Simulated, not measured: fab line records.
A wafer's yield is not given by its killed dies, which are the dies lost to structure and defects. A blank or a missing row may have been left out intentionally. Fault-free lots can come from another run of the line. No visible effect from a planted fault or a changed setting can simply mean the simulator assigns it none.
8D (eight disciplines) problem report, filled in by code -- flow berkeley-cmos170 -- the parts of the form that need people (team, actions taken, sign-off) are left out

== 1. WHAT WENT WRONG ==
Wafers without a fault read 89.30 s, standard deviation 0.16; run-length-s at UCB170_V1_SOFTBAKE_08 reads a mean of 95.02 s on 6 wafers belonging to 2 lots. That is +36 standard deviations from the usual mean.
The step: time 60 s.
The first sign was on wafer L115.2 at day 10 21:47, on litho-track-01. The record has a number at this step for 42 wafers belonging to 14 lots. Rule for "out" (also "out of limits"): further than 4 standard deviations from the usual mean. All remaining wafers that have a number are taken as sound.

== 2. WHAT IT IS, AND WHAT IT ISN'T ==
question,is,is not
which readings at this step,run-length-s,-
which lots,"L115, L120","L105, L106, L107, L108, L109, L110, L111, L112, L114, L122, L123, L125"
which wafers of those lots,all that have a number,-
read on which tools,litho-track-01,"litho-track-02, litho-track-03"
when,from day 10 21:47,"up to then (27 sound wafers); but 9 sound wafers of L122, L123, L125 came after"

== 3. SUSPECTS, AND WHAT RULES EACH OUT ==
Counting: a tool at a process step up to the reading stays a suspect if it ran every lot that is out and no sound lot after the first of them.
- litho-track-01 at UCB170_V1_SOFTBAKE_08 (time 60 s): kept. It processed each lot that is out, first L115 at day 10 21:47, and no sound lot thereafter; up to then, the last sound lot it processed was L114 at day 10 20:02. Out on those wafers are its own readings of run-length-s.
Remaining after the count: litho-track-01 at UCB170_V1_SOFTBAKE_08.

== 4. THE CAUSE (what the simulator had put in) ==
Process parameters drifting: litho-track-01 at UCB170_V1_SOFTBAKE_08, beginning at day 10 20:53. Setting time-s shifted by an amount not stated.
This tool alone remained once counting was done.

== 5. SEQUENCE OF EFFECTS, ordered by route ==
Each row: a reading whose mean over the struck wafers that have a number lies more than 3 standard deviations from the usual. Readings are gone through only where the record gives a usual standard deviation; hours: the median, over the lots, of the time from a lot's start at the first step in this table giving one to that lot's start at this step; sigmas: the change measured in usual standard deviations.
hours,step,reading,usual,on struck wafers,change,sigmas
0,UCB170_V1_SOFTBAKE_08,run-length-s,89.30 s,95.02,+5.72,+36
The process steps in it:
- UCB170_V1_SOFTBAKE_08: time 60 s.
Later measuring or inspecting steps at which every struck wafer that the step has a row for has a number for every such reading, and none has moved that far: UCB170_V2_THK_MEAS_01.

== 6. HOW IT WOULD HAVE BEEN CAUGHT EARLIER ==
In this record the first reading out of limits was taken at day 10 21:47, 1 hour after the fault began at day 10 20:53.
